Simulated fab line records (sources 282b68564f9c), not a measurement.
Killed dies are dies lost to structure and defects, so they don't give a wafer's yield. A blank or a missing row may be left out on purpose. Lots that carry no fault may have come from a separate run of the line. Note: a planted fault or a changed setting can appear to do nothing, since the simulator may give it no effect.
Split-lot trial ; flow rit_cmos ; 23 wafers read across 5 lots, on a route 202 steps long

## THE SPLIT ITSELF
At RIT_M1_COAT_04 (resist thk 1300 nm), the setting resist_thk_nm was moved away from the recipe's 1300 nm on 10 of the 23 wafers read, by -5.4% to +3.3%. All remaining wafers had this setting at the recipe value.

## FROM THE SPLIT TO THE READING: what the file shows between them, 4 steps
- RIT_M1_SOFTBAKE_05: time 60 s
- RIT_M1_EXPOSE_06: exposes mask M12, target cd 2600 nm
- RIT_M1_PEB_07
- RIT_M1_DEVELOP_08: develop time 68 s

## THE READING
Shown in nm: cd_nm at RIT_M1_CD_MEAS_09, with target cd 2600 nm. A value of 2599.9 nm with a standard deviation of 2.5 nm is what fault-free wafers of this fab line usually give.

wafer;tool, chamber at the split;resist_thk_nm as run, nm;against the recipe;cd_nm, nm;against lot-mates on the recipe
L080.1;litho_track-04, 0;1334;+2.6%;2601.8;+1.6
L080.2;litho_track-04, 0;1300;recipe;2600.8;-
L080.3;litho_track-04, 0;1334;+2.6%;2603.8;+3.6
L080.4;litho_track-04, 0;1300;recipe;2601.2;-
L080.6;litho_track-04, 0;1300;recipe;2598.5;-
L081.1;litho_track-04, 0;1261;-3.0%;2598.5;-0.6
L081.2;litho_track-04, 0;1261;-3.0%;2596.7;-2.4
L081.3;litho_track-04, 0;1300;recipe;2599.2;-
L081.4;litho_track-04, 0;1261;-3.0%;2598.2;-0.9
L081.5;litho_track-04, 0;1300;recipe;2599.1;-
L083.1;litho_track-04, 0;1230;-5.4%;2595.2;-6.5
L083.2;litho_track-04, 0;1300;recipe;2601.9;-
L083.4;litho_track-04, 0;1230;-5.4%;2596.0;-5.7
L083.5;litho_track-04, 0;1230;-5.4%;2595.6;-6.1
L083.6;litho_track-04, 0;1300;recipe;2601.5;-
L084.3;litho_track-01, 0;1300;recipe;2602.8;-
L084.4;litho_track-01, 0;1300;recipe;2601.2;-
L084.6;litho_track-01, 0;1300;recipe;2602.8;-
L085.2;litho_track-03, 0;1300;recipe;2602.5;-
L085.3;litho_track-03, 0;1300;recipe;2602.9;-
L085.4;litho_track-03, 0;1343;+3.3%;2608.0;+5.2
L085.5;litho_track-03, 0;1343;+3.3%;2604.8;+2.0
L085.6;litho_track-03, 0;1300;recipe;2603.0;-

THE FIT
A straight line over all 23 wafers: cd_nm changes by +1.11 nm for each +1% of resist_thk_nm; r = +0.89; the points scatter about the line by 1.5 nm.
The same after taking each lot's own level away (the mean of its wafers on the recipe; 23 wafers): +1.01 nm for each +1%; r = +0.92; scatter 1.1 nm.
On that fit, the largest move of resist_thk_nm shifts the reading by 5.4 nm.
The span of the lots' own levels, 2599.15 to 2602.80 nm, comes to 1.5 times the standard deviation stated above.
Thus the slope moves with the lot-to-lot level: the two fits are different.
Check: with one of the wafers moved furthest among these (-5.4%) left out of the fit, the line predicts -4.94 nm for it against its lot-mates. Against them it came out at -6.5 nm.

## THE WHOLE CHAIN: every reading that the file lists as answering this split, in the file's order
step;what it does;reading;change (the file's fit);r (the file's)
RIT_M1_COAT_04;resist thk 1300 nm;NOVOLAK_of_M1_COAT_04.thk_nm (the simulator's own value, which no gauge read);+13.3 nm for each +1% of the setting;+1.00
RIT_M1_CD_MEAS_09;target cd 2600 nm;cd_nm;+0.992 nm for each +1% of the setting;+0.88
RIT_M1_HARDBAKE_11;time 120 s;NOVOLAK_of_M1_COAT_04.thk_nm (the simulator's own value, which no gauge read);+11.5 nm for each +1% of the setting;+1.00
RIT_M1_METAL_ETCH_12;etches Al in Cl2/BCl3, stops on SiO2, time 165 s, target depth 600 nm;NOVOLAK_of_M1_COAT_04.thk_nm (the simulator's own value, which no gauge read);+11.2 nm for each +1% of the setting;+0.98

## THE FILE'S OWN FIT
cd_nm changes by +0.992 nm for each +1% of resist_thk_nm, r = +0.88.
